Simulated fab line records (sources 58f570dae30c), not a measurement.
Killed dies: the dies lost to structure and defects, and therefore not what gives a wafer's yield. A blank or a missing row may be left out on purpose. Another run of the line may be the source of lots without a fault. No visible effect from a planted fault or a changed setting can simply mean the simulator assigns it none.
fab line records	flow berkeleyCmos170	part 1 of 2: steps 1 to 29 of 41
record: lots: 5	wafers: 15	lastDay: 11
route steps=331 shown PVT@122 GATE@125 FIELD@126 PLDD@145 NLDD@158
lots that met no fault: taken from a fault-free run of the same line
startH: hours from the record's opening day to when the first of the lot's shown wafers began	waitH: hours elapsed since this lot's preceding step	" same as the row above	L1.1+2: one row covering several wafers at once	- value missing, or start not given	* or withheld: withheld	< > ~ a bound
route shown NAME@n: names a module that has steps shown in the file, with the first one's number in the route	usual: mean/standard deviation taken from wafers without a fault	same: alike in all rows	chamber/n: place in a boat	sites: readings site by site	_std_site: standard deviation of those values	_edge_site: the outer-site mean with the inner-site mean subtracted	radiusMm: how far each site lies from the wafer's centre	mask NAME#n: copy n	behind: the most recent tool/chamber to have shaped the wafer	hold: reason for holding the lot/hours on hold/outcome of the hold	device: which transistor (n, p or np) failed to switch	end of line: tests of these same wafers at the route's end	a step without rows: its recipe alone	killed: not the wafer's yield, but the dies lost to structure and defects at the first sort	map: the dies of a wafer, with x for killed, . for not killed, _ for no die there
set.NAME: the setting that was run; set.NAME@STEP: the one run at that earlier step	model.NAME: the simulator's own value behind a step, which no gauge read
lots at selected steps of the route; one table per step, one row per wafer
services: from which hour (startH, from the record's first day; less than 0 if before it) a tool's chamber was out of use, for how many hours, and why
== steps ==
step: UCB170_PVT_IMPLANT_07
recipe: species: P	doseCm2: 2e+12	energyKev: 30	tiltDeg: 7
usual: beamOnS: 9.99/0.2
lot.wafer	tool	chamber	startH	waitH	beamOnS
L074.1	implanter-02	0	109.67	0.0	9.89
L074.4	"	0	"	"	9.98
L074.5	"	0	"	"	10.03
L085.1	implanter-02	0	155.56	0.0	9.95
L085.4	"	0	"	"	9.91
L085.6	"	0	"	"	10.04
L089.2	implanter-02	0	194.94	0.0	9.96
L089.3	"	0	"	"	9.71
L089.5	"	0	"	"	9.86
L088.3	implanter-04	0	195.08	0.1	10.39
L088.5	"	0	"	"	9.80
L088.6	"	0	"	"	10.03
L093.2	implanter-04	0	206.61	0.0	9.92
L093.3	"	0	"	"	10.24
L093.6	"	0	"	"	9.83
step: UCB170_PVT_STRIP_08
recipe: chemistry: O2	powerW: 400	pressureMtorr: 3500	platenTempC: withheld	o2FlowSccm: 400	overashFraction: 0.5
usual: drypumpMotorCurrentA: 5.8/0.42	o2FlowSccm: 400.2/1.2	oesProductAu: 0.735/0.0042	stripTimeToEndpointS: 21.64/0.062
lot.wafer	tool	chamber	startH	waitH	drypumpMotorCurrentA	o2FlowSccm	oesProductAu	rfHoursCounterH	stripTimeToEndpointS
L074.1	plasmaAsher-01	0	109.82	0.1	6.1	398.5	0.728	33	21.63
L074.4	"	0	"	"	6.1	399.5	0.733	-	21.71
L074.5	"	1	"	"	5.8	401.0	0.729	-	21.68
L085.1	plasmaAsher-03	0	155.71	0.1	6.2	400.4	0.732	5	21.60
L085.4	"	0	"	"	6.2	401.9	0.733	-	21.59
L085.6	"	0	"	"	6.2	400.8	0.733	-	21.65
L089.2	plasmaAsher-04	0	195.06	0.1	5.1	398.4	0.732	49	21.66
L089.3	"	1	"	"	5.5	400.6	0.728	-	21.73
L089.5	"	1	"	"	5.5	398.7	0.746	-	21.62
L088.3	plasmaAsher-01	0	195.21	0.1	6.1	401.8	0.731	-	21.61
L088.5	"	0	"	"	6.1	401.6	0.740	-	21.57
L088.6	"	1	"	"	5.7	401.4	0.741	-	21.52
L093.2	plasmaAsher-04	1	206.74	0.1	5.4	400.6	0.737	50	21.72
L093.3	"	1	"	"	5.5	401.8	0.739	-	21.66
L093.6	"	1	"	"	5.5	401.0	0.735	-	21.70
step: UCB170_PVT_TW_MEAS_09
usual: PVT_TW: 510/5.6
lot.wafer	tool	chamber	startH	waitH	PVT_TW
L074.1	filmMetro-03	-	109.92	0.1	512
L074.4	"	-	"	"	508
L074.5	"	-	"	"	509
L085.1	filmMetro-04	-	155.81	0.1	517
L085.4	"	-	"	"	518
L085.6	"	-	"	"	518
L089.2	filmMetro-04	-	195.17	0.1	517
L089.3	"	-	"	"	518
L089.5	"	-	"	"	516
L088.3	filmMetro-02	-	195.30	0.1	503
L088.5	"	-	"	"	504
L088.6	"	-	"	"	504
L093.2	filmMetro-04	-	206.85	0.1	518
L093.3	"	-	"	"	517
L093.6	"	-	"	"	514
step: UCB170_GATE_WET_ETCH_00
recipe: chemistry: dHF	dilution: 25:1	target: SiO2	tempC: 25	timeS: 200
lot.wafer	tool	chamber	startH	waitH
L074.1+4+5	wetBench-04	2	110.23	0.3
L085.1+4+6	wetBench-04	1	155.87	0.1
L089.2+3+5	wetBench-03	1	195.22	0.0
L088.3+5+6	wetBench-03	3	195.34	0.0
L093.2+3+6	wetBench-01	0	206.90	0.0
step: UCB170_FIELD_THK_MEAS_91
recipe: reads: SiO2_of_FIELD_OXIDATION_01
usual: FIELD_OXIDE_LEFT_2_THK: 353/11
lot.wafer	tool	chamber	startH	waitH	FIELD_OXIDE_LEFT_2_THK[nm]
L074.1	filmMetro-02	-	110.36	0.0	352
L074.4	"	-	"	"	354
L074.5	"	-	"	"	345
L085.1	filmMetro-02	-	155.94	0.0	351
L085.4	"	-	"	"	346
L085.6	"	-	"	"	348
L089.2	filmMetro-04	-	195.30	0.0	367
L089.3	"	-	"	"	363
L089.5	"	-	"	"	369
L088.3	filmMetro-02	-	195.43	0.0	373
L088.5	"	-	"	"	374
L088.6	"	-	"	"	371
L093.2	filmMetro-03	-	206.97	0.0	337
L093.3	"	-	"	"	340
L093.6	"	-	"	"	346
step: UCB170_GATE_OXIDATION_01
recipe: tempC: 850	ambient: O2	targetThkA: 66	oxTimeS: 1800
usual: tube_center_temp_C_max: 852.2/0.37
lot.wafer	tool	chamber	startH	waitH	tube_center_temp_C_max
L074.1	furnace-02	0	110.74	0.4	852.6
L074.4	"	0	"	"	852.6
L074.5	"	0	"	"	852.1
L085.1	furnace-02	0	160.17	4.2	852.1
L085.4	"	0	"	"	852.8
L085.6	"	0	"	"	852.0
L088.3	furnace-02	0	200.37	4.9	852.0
L088.5	"	0	"	"	852.4
L088.6	"	0	"	"	852.0
L089.2	furnace-02	0	200.37	5.1	852.0
L089.3	"	0	"	"	851.8
L089.5	"	0	"	"	852.0
L093.2	furnace-04	0	209.24	2.3	852.4
L093.3	"	0	"	"	852.0
L093.6	"	0	"	"	851.9
step: UCB170_GATE_THK_MEAS_02
recipe: reads: SiO2_of_GATE_OXIDATION_01
usual: GATE_OXIDE_THK: 6.68/0.13
lot.wafer	tool	chamber	startH	waitH	GATE_OXIDE_THK[nm]
L074.1	filmMetro-01	-	112.24	0.0	6.37
L074.4	"	-	"	"	6.51
L074.5	"	-	"	"	6.47
L085.1	filmMetro-04	-	161.67	0.0	6.64
L085.4	"	-	"	"	6.65
L085.6	"	-	"	"	6.70
L089.2	filmMetro-01	-	201.88	0.0	6.77
L089.3	"	-	"	"	6.82
L089.5	"	-	"	"	6.68
L088.3	filmMetro-03	-	201.89	0.0	6.71
L088.5	"	-	"	"	6.72
L088.6	"	-	"	"	6.77
L093.2	filmMetro-03	-	210.75	0.0	6.86
L093.3	"	-	"	"	6.74
L093.6	"	-	"	"	6.82
step: UCB170_GATE_ANNEAL_03
recipe: tempC: 900	timeS: 1800	ambient: N2
usual: tube_center_temp_C_max: 902.3/0.4
lot.wafer	tool	chamber	startH	waitH	tube_center_temp_C_max
L074.1	furnace-04	0	114.71	2.5	902.7
L074.4	"	0	"	"	902.3
L074.5	"	0	"	"	902.2
L085.1	furnace-03	0	163.86	2.2	902.1
L085.4	"	0	"	"	902.0
L085.6	"	0	"	"	902.2
L088.3	furnace-04	0	206.24	4.3	902.7
L088.5	"	0	"	"	902.4
L088.6	"	0	"	"	901.9
L089.2	furnace-04	0	206.24	4.4	902.4
L089.3	"	0	"	"	902.3
L089.5	"	0	"	"	902.5
L093.2	furnace-02	0	213.57	2.8	902.0
L093.3	"	0	"	"	902.3
L093.6	"	0	"	"	901.7
step: UCB170_GATE_CVD_04
recipe: material: poly-Si	tempC: 610	precursor: SiH4	timeS: 1440	pressureMtorr: 375	targetThkNm: 214	sih4FlowSccm: 120
lot.wafer	tool	chamber	startH	waitH
L074.1+4+5	lpcvd-02	1	116.36	0.2
L085.1+4+6	lpcvd-01	1	165.36	0.0
L088.3+5+6	lpcvd-01	0	209.58	1.8
L089.2+3+5	lpcvd-01	0	209.58	1.8
L093.2+3+6	lpcvd-02	0	215.07	0.0
step: UCB170_GATE_THK_MEAS_05
recipe: reads: poly-Si_of_GATE_CVD_04
usual: GATE_POLY_THK: 213.6/2.2
lot.wafer	tool	chamber	startH	waitH	GATE_POLY_THK[nm]
L074.1	filmMetro-04	-	117.76	0.0	216.8
L074.4	"	-	"	"	216.2
L074.5	"	-	"	"	216.4
L085.1	filmMetro-01	-	166.76	0.0	214.2
L085.4	"	-	"	"	214.8
L085.6	"	-	"	"	213.3
L089.2	filmMetro-04	-	211.69	0.0	217.5
L089.3	"	-	"	"	215.6
L089.5	"	-	"	"	217.8
L088.3	filmMetro-03	-	211.70	0.0	213.7
L088.5	"	-	"	"	214.1
L088.6	"	-	"	"	213.7
L093.2	filmMetro-01	-	216.48	0.0	212.4
L093.3	"	-	"	"	211.7
L093.6	"	-	"	"	211.0
step: UCB170_GATE_COAT_06
recipe: resist: BARC	tempC: withheld	timeS: withheld	spinRpm: 3000	resistThkNm: withheld
lot.wafer	tool	chamber	startH	waitH
L074.1+4+5	lithoTrack-02	0	117.86	0.1
L085.1+4+6	lithoTrack-01	0	166.82	0.1
L089.2+3+5	lithoTrack-02	0	211.77	0.1
L088.3+5+6	lithoTrack-04	0	211.79	0.1
L093.2+3+6	lithoTrack-04	0	216.56	0.1
step: UCB170_GATE_COAT_07
recipe: resist: KrF	spinRpm: 1500	resistThkNm: 900
lot.wafer	tool	chamber	startH	waitH
L074.1+4+5	lithoTrack-02	0	-	-
L085.1+4+6	lithoTrack-01	0	-	-
L089.2+3+5	lithoTrack-02	0	-	-
L088.3+5+6	lithoTrack-04	0	-	-
L093.2+3+6	lithoTrack-04	0	-	-
step: UCB170_GATE_SOFTBAKE_08
recipe: resist: KrF	tempC: 130	timeS: 60
lot.wafer	tool	chamber	startH	waitH
L074.1+4+5	lithoTrack-02	0	-	-
L085.1+4+6	lithoTrack-01	0	-	-
L089.2+3+5	lithoTrack-02	0	-	-
L088.3+5+6	lithoTrack-04	0	-	-
L093.2+3+6	lithoTrack-04	0	-	-
step: UCB170_GATE_EXPOSE_09
recipe: maskId: POLY	targetCdNm: 350	na: 0.5	sigmaOuter: 0.6	sourceShape: conventional	doseMj: 21
usual: focusOffsetNm: -0.1/0.52
lot.wafer	tool	chamber	startH	waitH	mask	focusOffsetNm
L074.1	krfScanner-01	0	118.43	-	POLY#0	-0.7
L074.4	"	0	"	"	POLY#0	0.1
L074.5	"	0	"	"	POLY#0	-0.8
L085.1	krfScanner-02	0	167.27	-	POLY#0	-0.4
L085.4	"	0	"	"	POLY#0	0.4
L085.6	"	0	"	"	POLY#0	0.2
L088.3	krfScanner-02	0	212.48	-	POLY#0	0.4
L088.5	"	0	"	"	POLY#0	0.7
L088.6	"	0	"	"	POLY#0	1.1
L089.2	krfScanner-02	0	212.58	-	POLY#0	0.5
L089.3	"	0	"	"	POLY#0	0.7
L089.5	"	0	"	"	POLY#0	0.3
L093.2	krfScanner-02	0	217.13	-	POLY#0	0.0
L093.3	"	0	"	"	POLY#0	0.0
L093.6	"	0	"	"	POLY#0	-0.6
step: UCB170_GATE_PEB_10
recipe: pebTempC: 130	pebTimeS: withheld	resist: KrF
lot.wafer	tool	chamber	startH	waitH
L074.1+4+5	lithoTrack-04	0	118.55	0.1
L085.1+4+6	lithoTrack-02	0	167.92	0.6
L088.3+5+6	lithoTrack-04	0	212.61	0.1
L089.2+3+5	lithoTrack-01	0	212.70	0.1
L093.2+3+6	lithoTrack-02	0	217.26	0.1
step: UCB170_GATE_DEVELOP_11
recipe: developer: TMAH	developTimeS: 45	resist: KrF	devTempC: 21
usual: developerTempC: 21.00/0.097
lot.wafer	tool	chamber	startH	waitH	developerTempC
L074.1	lithoTrack-04	0	-	-	21.09
L074.4	"	0	"	"	21.07
L074.5	"	0	"	"	21.10
L085.1	lithoTrack-02	0	-	-	20.95
L085.4	"	0	"	"	20.98
L085.6	"	0	"	"	21.17
L088.3	lithoTrack-04	0	-	-	21.05
L088.5	"	0	"	"	20.95
L088.6	"	0	"	"	21.17
L089.2	lithoTrack-01	0	-	-	20.89
L089.3	"	0	"	"	21.10
L089.5	"	0	"	"	21.02
L093.2	lithoTrack-02	0	-	-	20.93
L093.3	"	0	"	"	20.93
L093.6	"	0	"	"	21.00
step: UCB170_GATE_CD_MEAS_12
recipe: targetCdNm: 350
usual: cdNm: 350.3/1.4
lot.wafer	tool	chamber	startH	waitH	cdNm
L074.1	cdSem-01	-	119.08	-	348.8
L074.4	"	-	"	"	349.9
L074.5	"	-	"	"	350.4
L085.1	cdSem-01	-	168.23	-	348.2
L085.4	"	-	"	"	349.6
L085.6	"	-	"	"	349.1
L088.3	cdSem-02	-	212.87	-	349.8
L088.5	"	-	"	"	349.7
L088.6	"	-	"	"	350.7
L089.2	cdSem-01	-	212.97	-	351.8
L089.3	"	-	"	"	349.3
L089.5	"	-	"	"	350.6
L093.2	cdSem-02	-	217.53	-	350.7
L093.3	"	-	"	"	350.7
L093.6	"	-	"	"	351.3
step: UCB170_GATE_OVL_MEAS_13
usual: GATE_OVL: 3/5.4
lot.wafer	tool	chamber	startH	waitH	GATE_OVL[nm]
L074.1	overlay-01	-	119.20	0.1	-4
L074.4	"	-	"	"	1
L074.5	"	-	"	"	0
L085.1	overlay-01	-	168.35	0.1	7
L085.4	"	-	"	"	-4
L085.6	"	-	"	"	4
L088.3	overlay-02	-	212.97	0.1	12
L088.5	"	-	"	"	8
L088.6	"	-	"	"	16
L089.2	overlay-01	-	213.08	0.1	3
L089.3	"	-	"	"	8
L089.5	"	-	"	"	6
L093.2	overlay-01	-	217.63	0.1	9
L093.3	"	-	"	"	4
L093.6	"	-	"	"	2
step: UCB170_GATE_ETCH_14
recipe: chemistry: N2/H2	targetDepthA: withheld	overetchA: withheld	target: BARC	timeS: withheld	sourceW: 500	biasW: 100	pressureMtorr: 30	n2FlowSccm: 100	h2FlowSccm: 200
usual: drypumpMotorCurrentA: 5.8/0.47	oesProductAu: 1.001/0.02	throttleValvePct: 13.26/0.16
lot.wafer	tool	chamber	startH	waitH	drypumpMotorCurrentA	oesProductAu	throttleValvePct
L074.1	rieDiel-02	2	119.24	0.0	5.3	1.005	13.27
L074.4	"	0	"	"	6.4	0.981	13.19
L074.5	"	2	"	"	5.4	0.985	13.27
L085.1	rieDiel-04	3	168.39	0.0	5.9	0.984	13.32
L085.4	"	2	"	"	5.4	1.008	13.29
L085.6	"	1	"	"	5.9	1.001	13.18
L088.3	rieDiel-02	2	212.99	0.0	5.3	1.006	13.27
L088.5	"	0	"	"	6.5	0.985	13.21
L088.6	"	3	"	"	5.8	0.959	13.61
L089.2	rieDiel-03	2	213.11	0.0	5.0	1.026	13.48
L089.3	"	0	"	"	5.8	1.008	13.38
L089.5	"	0	"	"	5.8	1.004	13.36
L093.2	rieDiel-03	3	217.66	0.0	6.4	0.985	13.01
L093.3	"	2	"	"	5.0	1.024	13.47
L093.6	"	2	"	"	5.0	1.024	13.49
step: UCB170_GATE_ETCH_15
recipe: chemistry: HBr/Cl2	target: poly-Si	stopOn: SiO2	overEtchFrac: 0.3	icpW: 300	biasW: 150	timeS: 56.3	pressureMtorr: 15	HBr_flow_sccm: 150	Cl2_flow_sccm: 50	targetDepthA: 2782
usual: drypumpMotorCurrentA: 5.5/0.49	oesProductAu: 0.829/0.013	throttleValvePct: 26.36/0.24
same: overEtchFrac: 0.3
lot.wafer	tool	chamber	startH	waitH	drypumpMotorCurrentA	oesProductAu	rfHoursCounterH	throttleValvePct
L074.1	rieSi-02	1	119.28	-	5.2	0.839	1	26.72
L074.4	"	3	"	"	6.1	0.819	63	26.08
L074.5	"	0	"	"	4.9	0.838	-	26.53
L085.1	rieSi-01	2	168.43	-	5.8	0.835	0	26.59
L085.4	"	0	"	"	5.9	0.839	-	26.27
L085.6	"	2	"	"	5.8	0.830	-	26.58
L088.3	rieSi-02	3	213.03	-	6.1	0.817	64	26.08
L088.5	"	0	"	"	4.9	0.838	-	26.55
L088.6	"	3	"	"	6.2	0.815	-	26.09
L089.2	rieSi-01	3	213.15	-	5.9	0.869	93	26.41
L089.3	"	0	"	"	5.9	0.833	16	26.27
L089.5	"	1	"	"	5.8	0.834	-	25.92
L093.2	rieSi-01	3	217.70	-	5.9	0.850	93	26.43
L093.3	"	2	"	"	5.8	0.820	0	26.58
L093.6	"	1	"	"	5.8	0.803	-	25.91
step: UCB170_GATE_STRIP_16
recipe: chemistry: O2	powerW: 400	pressureMtorr: 3500	platenTempC: withheld	o2FlowSccm: 400	overashFraction: 0.5
usual: drypumpMotorCurrentA: 6.0/0.42	o2FlowSccm: 400.2/1.2	oesProductAu: 0.724/0.0044
lot.wafer	tool	chamber	startH	waitH	drypumpMotorCurrentA	o2FlowSccm	oesProductAu	rfHoursCounterH
L074.1	plasmaAsher-01	1	119.33	0.0	5.8	399.7	0.722	34
L074.4	"	0	"	"	6.1	401.2	0.721	-
L074.5	"	1	"	"	5.8	399.2	0.726	-
L085.1	plasmaAsher-03	0	168.48	0.0	6.2	401.9	0.726	6
L085.4	"	0	"	"	6.2	400.0	0.721	-
L085.6	"	0	"	"	6.2	399.9	0.718	-
L088.3	plasmaAsher-03	0	213.11	0.1	6.2	401.1	0.733	-
L088.5	"	1	"	"	6.1	398.6	0.723	-
L088.6	"	0	"	"	6.2	401.7	0.722	-
L089.2	plasmaAsher-01	0	213.20	0.0	6.1	400.3	0.721	45
L089.3	"	1	"	"	5.8	401.6	0.729	-
L089.5	"	0	"	"	6.1	399.6	0.720	-
L093.2	plasmaAsher-03	0	217.75	0.0	6.2	401.1	0.734	12
L093.3	"	0	"	"	6.2	401.5	0.725	-
L093.6	"	0	"	"	6.2	399.5	0.716	-
step: UCB170_GATE_CD_MEAS_90
recipe: targetCdNm: 350
usual: cdNm: 350.4/1.5
lot.wafer	tool	chamber	startH	waitH	cdNm
L074.1	cdSem-01	-	119.68	0.3	350.7
L074.4	"	-	"	"	349.2
L074.5	"	-	"	"	351.2
L085.1	cdSem-01	-	168.69	0.2	348.0
L085.4	"	-	"	"	350.2
L085.6	"	-	"	"	349.8
L088.3	cdSem-02	-	213.22	0.1	350.4
L088.5	"	-	"	"	349.1
L088.6	"	-	"	"	351.2
L089.2	cdSem-02	-	213.32	0.1	350.9
L089.3	"	-	"	"	349.8
L089.5	"	-	"	"	351.0
L093.2	cdSem-02	-	217.87	0.1	351.7
L093.3	"	-	"	"	349.7
L093.6	"	-	"	"	349.9
step: UCB170_GATE_CLEAN_17
recipe: chemistry: SPM	tempC: 120	timeS: 600
lot.wafer	tool	chamber	startH	waitH
L074.1+4+5	wetBench-03	1	119.80	0.1
L085.1+4+6	wetBench-03	1	168.81	0.1
L088.3+5+6	wetBench-03	2	213.30	0.1
L089.2+3+5	wetBench-03	3	213.49	0.2
L093.2+3+6	wetBench-03	3	219.83	1.9
step: UCB170_PLDD_HMDS_00
recipe: primeTimeS: 60	primeTempC: 100
lot.wafer	tool	chamber	startH	waitH
L074.1+4+5	lithoTrack-02	0	119.98	0.0
L085.1+4+6	lithoTrack-03	0	169.16	0.0
L088.3+5+6	lithoTrack-03	0	213.54	0.1
L089.2+3+5	lithoTrack-02	0	213.71	0.0
L093.2+3+6	lithoTrack-03	0	220.05	0.0
step: UCB170_PLDD_COAT_01
recipe: resist: KrF	spinRpm: 1500	resistThkNm: 900
lot.wafer	tool	chamber	startH	waitH
L074.1+4+5	lithoTrack-02	0	120.13	0.1
L085.1+4+6	lithoTrack-03	0	169.31	0.1
L088.3+5+6	lithoTrack-03	0	213.69	0.1
L089.2+3+5	lithoTrack-02	0	213.86	0.1
L093.2+3+6	lithoTrack-03	0	220.20	0.1
step: UCB170_PLDD_SOFTBAKE_02
recipe: resist: KrF	tempC: 130	timeS: 60
lot.wafer	tool	chamber	startH	waitH
L074.1+4+5	lithoTrack-02	0	120.28	0.1
L085.1+4+6	lithoTrack-03	0	169.46	0.1
L088.3+5+6	lithoTrack-03	0	213.84	0.1
L089.2+3+5	lithoTrack-02	0	214.01	0.1
L093.2+3+6	lithoTrack-03	0	220.35	0.1
step: UCB170_PLDD_EXPOSE_03
recipe: maskId: PSELECT	na: 0.5	sigmaOuter: 0.6	sourceShape: conventional	targetCdNm: 1200	doseMj: 30
usual: focusOffsetNm: 0.0/0.53
lot.wafer	tool	chamber	startH	waitH	mask	focusOffsetNm
L074.1	krfScanner-01	0	120.55	0.2	PSELECT#0	-0.3
L074.4	"	0	"	"	PSELECT#0	-0.3
L074.5	"	0	"	"	PSELECT#0	0.0
L085.1	krfScanner-02	0	169.73	0.2	PSELECT#0	0.7
L085.4	"	0	"	"	PSELECT#0	1.0
L085.6	"	0	"	"	PSELECT#0	0.0
L088.3	krfScanner-02	0	214.10	0.2	PSELECT#0	-0.2
L088.5	"	0	"	"	PSELECT#0	-0.8
L088.6	"	0	"	"	PSELECT#0	-0.4
L089.2	krfScanner-02	0	214.20	0.2	PSELECT#0	0.0
L089.3	"	0	"	"	PSELECT#0	-0.3
L089.5	"	0	"	"	PSELECT#0	-1.2
L093.2	krfScanner-02	0	220.49	0.1	PSELECT#0	0.4
L093.3	"	0	"	"	PSELECT#0	0.8
L093.6	"	0	"	"	PSELECT#0	0.1
step: UCB170_PLDD_PEB_04
recipe: pebTempC: 130	pebTimeS: withheld	resist: KrF
lot.wafer	tool	chamber	startH	waitH
L074.1+4+5	lithoTrack-03	0	120.90	0.3
L085.1+4+6	lithoTrack-03	0	170.06	0.3
L088.3+5+6	lithoTrack-01	0	214.23	0.1
L089.2+3+5	lithoTrack-01	0	214.48	0.3
L093.2+3+6	lithoTrack-02	0	220.61	0.1
step: UCB170_PLDD_DEVELOP_05
recipe: developer: TMAH	developTimeS: 45	resist: KrF	devTempC: 21
usual: developerTempC: 21.03/0.1
lot.wafer	tool	chamber	startH	waitH	developerTempC
L074.1	lithoTrack-03	0	-	-	21.05
L074.4	"	0	"	"	21.02
L074.5	"	0	"	"	20.94
L085.1	lithoTrack-03	0	-	-	21.02
L085.4	"	0	"	"	21.22
L085.6	"	0	"	"	20.96
L088.3	lithoTrack-01	0	-	-	20.93
L088.5	"	0	"	"	20.91
L088.6	"	0	"	"	21.11
L089.2	lithoTrack-01	0	-	-	20.91
L089.3	"	0	"	"	20.94
L089.5	"	0	"	"	20.97
L093.2	lithoTrack-02	0	-	-	20.90
L093.3	"	0	"	"	20.91
L093.6	"	0	"	"	21.03
